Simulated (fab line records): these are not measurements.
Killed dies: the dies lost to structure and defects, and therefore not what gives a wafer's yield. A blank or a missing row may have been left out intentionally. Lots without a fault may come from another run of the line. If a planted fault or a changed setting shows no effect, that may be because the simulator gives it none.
Comparing a struck lot with a sound one	flow berkeley_cmos170	26 out of 331 route steps
Sound: wafers L328.2, L328.4, L328.6. Wafers L330.2, L330.4, L330.5 were the ones struck. The cause is named last.
Per side, at each step with rows, come the tool, then ch with its chambers, and then its first start. Under that, the readings that differ: sound wafers	struck wafers	difference of the means	sigmas: that difference in standard deviations of wafers without a fault.
alike: readings whose means differ by less than 2 such deviations, and words and numbers that are the same on both sides. not compared: withheld readings, readings that some wafer has no value for, bounds like >300 that may hide the same value, and numbers for which the record gives no deviation and whose values overlap.
A row with sigmas, a row that says differs or no value, or rows on one side alone: a step with any of these is where the two part. Numbers that don't overlap but have no deviation are shown without sigmas and don't part them. A reading missing from all wafers of one side parts the sides only when that side holds two or more wafers.

first, 2 steps without rows for these wafers: UCB170_SCREENOX_WET_ETCH_00 (etches SiO2 in dHF, time 200 s); UCB170_SCREENOX_OXIDATION_01 (target thk 14.4 nm, ox time 2400 s).
UCB170_SCREENOX_THK_MEAS_02:
  sound: film_metro-02 at day 7 23:41; struck: film_metro-04 at day 8 12:52
  alike: SCREENOX_OXIDE_THK
then, 7 steps without rows for these wafers: UCB170_SCREENOX_ANNEAL_03 (time 900 s); UCB170_NVT_HMDS_00 (prime time 60 s); UCB170_NVT_COAT_01 (resist thk 900 nm); UCB170_NVT_SOFTBAKE_02 (time 60 s); UCB170_NVT_EXPOSE_03 (exposes mask PWELL, target cd 3000 nm); UCB170_NVT_PEB_04; UCB170_NVT_DEVELOP_05 (develop time 45 s).
UCB170_NVT_OVL_MEAS_06:
  sound: overlay-02 at day 8 05:50; struck: overlay-02 at day 9 00:13
  alike: NVT_OVL
after that, 1 step had no rows for these wafers: UCB170_NVT_IMPLANT_07.
UCB170_NVT_STRIP_08: strips in O2.
  sound on plasma_asher-04 ch 0,1, day 8 06:01; struck on plasma_asher-04 ch 0,1, day 9 00:24
  no value came back on the struck wafers for chamber_pressure_mTorr (mTorr), drypump_motor_current_A (A), oes_product_au (a.u.), strip_time_to_endpoint_s (s); on the sound wafers chamber_pressure_mTorr (mTorr) reads 3504 3504 3500
reading	sound	struck	difference	sigmas
model.KrF_of_NVT_COAT_01.thk_nm (nm)	0 0 0	881.6 883.9 883.4	+883.0	
  not compared: rf_hours_counter_h
UCB170_NVT_TW_MEAS_09:
  sound: film_metro-03 at day 8 06:08; struck: film_metro-02 at day 9 00:31
  alike: NVT_TW
then, 7 steps without rows for these wafers: UCB170_NVT_CLEAN_10 (cleans in SPM, time 600 s); UCB170_PVT_HMDS_00 (prime time 60 s); UCB170_PVT_COAT_01 (resist thk 900 nm); UCB170_PVT_SOFTBAKE_02 (time 60 s); UCB170_PVT_EXPOSE_03 (exposes mask NWELL, target cd 3000 nm); UCB170_PVT_PEB_04; UCB170_PVT_DEVELOP_05 (develop time 45 s).
UCB170_PVT_OVL_MEAS_06:
  sound: overlay-01 at day 8 07:20; struck: overlay-02 at day 9 02:34
  alike: PVT_OVL
after that, 1 step had no rows for these wafers: UCB170_PVT_IMPLANT_07.
UCB170_PVT_STRIP_08: strips in O2.
  sound on plasma_asher-04 ch 0,1, day 8 07:31; struck on plasma_asher-01 ch 1, day 9 02:45
reading	sound	struck	difference	sigmas
strip_time_to_endpoint_s (s)	21.73 21.73 21.76	47.82 47.87 47.94	+26.14	+99 or more
  alike: chamber_pressure_mTorr, drypump_motor_current_A, oes_product_au
  not compared: rf_hours_counter_h
UCB170_PVT_TW_MEAS_09:
  sound: film_metro-01 at day 8 07:38; struck: film_metro-03 at day 9 02:52
reading	sound	struck	difference	sigmas
PVT_TW	519 517 518	30 30 31	-488	-99 or more
then, 1 step without rows for these wafers: UCB170_GATE_WET_ETCH_00 (etches SiO2 in dHF, time 200 s).

== WHERE THEY PART ==
First at UCB170_NVT_STRIP_08; last, within this record, at UCB170_PVT_TW_MEAS_09.

WHY: what had been put in by the simulator
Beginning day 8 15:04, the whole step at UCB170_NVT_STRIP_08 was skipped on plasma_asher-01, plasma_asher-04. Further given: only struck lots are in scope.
